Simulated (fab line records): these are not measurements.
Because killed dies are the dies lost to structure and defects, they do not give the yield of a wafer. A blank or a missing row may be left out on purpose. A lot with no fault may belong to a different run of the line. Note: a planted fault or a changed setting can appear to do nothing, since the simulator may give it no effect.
Which tool is to blame?    flow rit cmos    42 wafers from 14 lots sampled at 2 of the route's 202 steps

== WHAT EACH GAUGE READ, for each wafer ==
Not one reading of a measure or inspect step in the record can be checked against a usual standard deviation.

== WHICH TOOL RAN EACH LOT (tool, then ch and the chambers of the sampled wafers, then the start) ==
lot   RIT_M1_METAL_ETCH_12              RIT_M1_PROBE_99
L701  rie metal-04 ch 0,1, day 3 12:01  -
L703  rie metal-02 ch 0,1, day 3 18:54  -
L705  rie metal-01 ch 0,1, day 4 04:38  prober-02, day 4 06:53
L706  rie metal-02 ch 0,1, day 4 10:45  prober-02, day 4 13:00
L707  rie metal-04 ch 0, day 4 20:17    prober-01, day 4 22:35
L708  rie metal-01 ch 0,1, day 5 00:10  -
L709  rie metal-02 ch 0,1, day 5 00:27  -
L711  rie metal-01 ch 0,1, day 5 14:36  prober-01, day 5 16:51
L713  rie metal-04 ch 0,1, day 5 22:50  -
L714  rie metal-01 ch 0, day 6 06:39    prober-02, day 6 08:55
L716  rie metal-04 ch 0,1, day 6 12:12  -
L720  rie metal-02 ch 0,1, day 7 08:02  prober-01, day 7 11:35
L722  rie metal-02 ch 0,1, day 8 04:19  -
L724  rie metal-04 ch 0,1, day 8 06:29  prober-01, day 8 08:44
- RIT_M1_METAL_ETCH_12: etches Al in Cl2/BCl3, stops on SiO2, time 165 s, target depth 600 nm.
- RIT_M1_PROBE_99

== WHAT THE TOOLS THEMSELVES READ (means of the sampled wafers that have a number; where no wafer has one, the mark that the record gives instead) ==
RIT_M1_METAL_ETCH_12. Usual: chamber pressure mTorr 103.89 mTorr, standard deviation 0.1; drypump motor current A 5.6 A, standard deviation 0.56; oes product au 0.764 a.u., standard deviation 0.0084; run length s 193.68 s, standard deviation 0.28; throttle valve pct 8.05 %, standard deviation 0.052.
lot   tool          chamber pressure mTorr (mTorr)  drypump motor current A (A)  oes product au (a.u.)  run length s (s)  throttle valve pct (%)  flag
L701  rie metal-04  103.87                          5.4                          0.749                  193.57            8.07                    
L703  rie metal-02  103.89                          5.0                          0.766                  193.69            8.06                    
L705  rie metal-01  103.80                          6.4                          0.775                  193.81            7.98                    
L706  rie metal-02  103.92                          5.2                          0.770                  193.66            8.04                    
L707  rie metal-04  104.00                          5.3                          0.760                  193.79            8.06                    
L708  rie metal-01  103.98                          6.4                          0.766                  193.51            8.04                    
L709  rie metal-02  103.94                          5.0                          0.768                  193.86            8.06                    
L711  rie metal-01  103.87                          6.4                          0.775                  193.64            8.04                    
L713  rie metal-04  103.90                          5.4                          0.757                  193.79            8.05                    
L714  rie metal-01  103.87                          6.4                          0.762                  193.55            8.11                    
L716  rie metal-04  103.83                          5.4                          0.756                  193.46            8.05                    
L720  rie metal-02  103.90                          5.0                          0.909                  166.07            8.04                    OFF
L722  rie metal-02  103.78                          5.0                          0.907                  166.02            8.03                    OFF
L724  rie metal-04  103.95                          5.4                          0.758                  193.56            8.06                    

RIT_M1_PROBE_99. Usual: defect limited yield 97.3 %, standard deviation 1.1; killed at contacts 0.1, standard deviation 0.28; killed at front end 7.0, standard deviation 2.9; killed dies 7.0, standard deviation 2.9; killed open 3.4, standard deviation 2.1; killed short 3.6, standard deviation 1.7.
lot   tool       defect limited yield (%)  killed at contacts  killed at front end  killed dies  killed open  killed short  flag
L705  prober-02  97.0                      0.0                 8.0                  8.0          4.0          4.0           
L706  prober-02  97.3                      0.0                 7.0                  7.0          4.0          3.0           
L707  prober-01  96.3                      0.0                 9.7                  9.7          4.7          5.0           
L711  prober-01  97.6                      0.0                 6.3                  6.3          4.3          2.0           
L714  prober-02  97.9                      0.3                 5.3                  5.7          2.3          3.3           
L720  prober-01  97.0                      0.0                 8.0                  8.0          5.0          3.0           
L724  prober-01  97.4                      0.3                 6.3                  6.7          3.0          3.7           

== THE ANSWER, worked out from the rows above alone ==
Rule: lot off if the mean of its wafers having a number is beyond 3 standard deviations from the usual mean. A lot without any number at a reading at which 4 lots or more have one is off too. Any other lot the step has rows for is counted as sound. After the gauges, taken in route order, come the tools' own readings; for these a lot's mean is taken, as printed above. The first step at which some lot is off is used, and at that step the reading that is off furthest; a lot without a number counts as furthest.
Off, at RIT_M1_METAL_ETCH_12 on run length s: L720, L722.
If a tool, at that step or one of the process steps before it, ran each lot that is off and ran no sound lot following the first of them, it fits. One candidate fits, namely rie metal-02 at RIT_M1_METAL_ETCH_12. A fault onset in the window from L709 (day 5 00:27, its last sound lot) to L720 (day 7 08:02, its first lot off) fits.
The tool's own readings at RIT_M1_METAL_ETCH_12 bear it out: on the lots that are off they differ by more than 5 times the standard deviation of the sound lots' means. oes product au reads 0.908 a.u. there against 0.764 a.u. on the sound lots; run length s reads 166.05 s there against 193.66 s on the sound lots.

== WHAT THE SIMULATOR PUT IN ==
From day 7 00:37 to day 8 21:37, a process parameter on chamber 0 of rie metal-02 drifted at RIT_M1_METAL_ETCH_12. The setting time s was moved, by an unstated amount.
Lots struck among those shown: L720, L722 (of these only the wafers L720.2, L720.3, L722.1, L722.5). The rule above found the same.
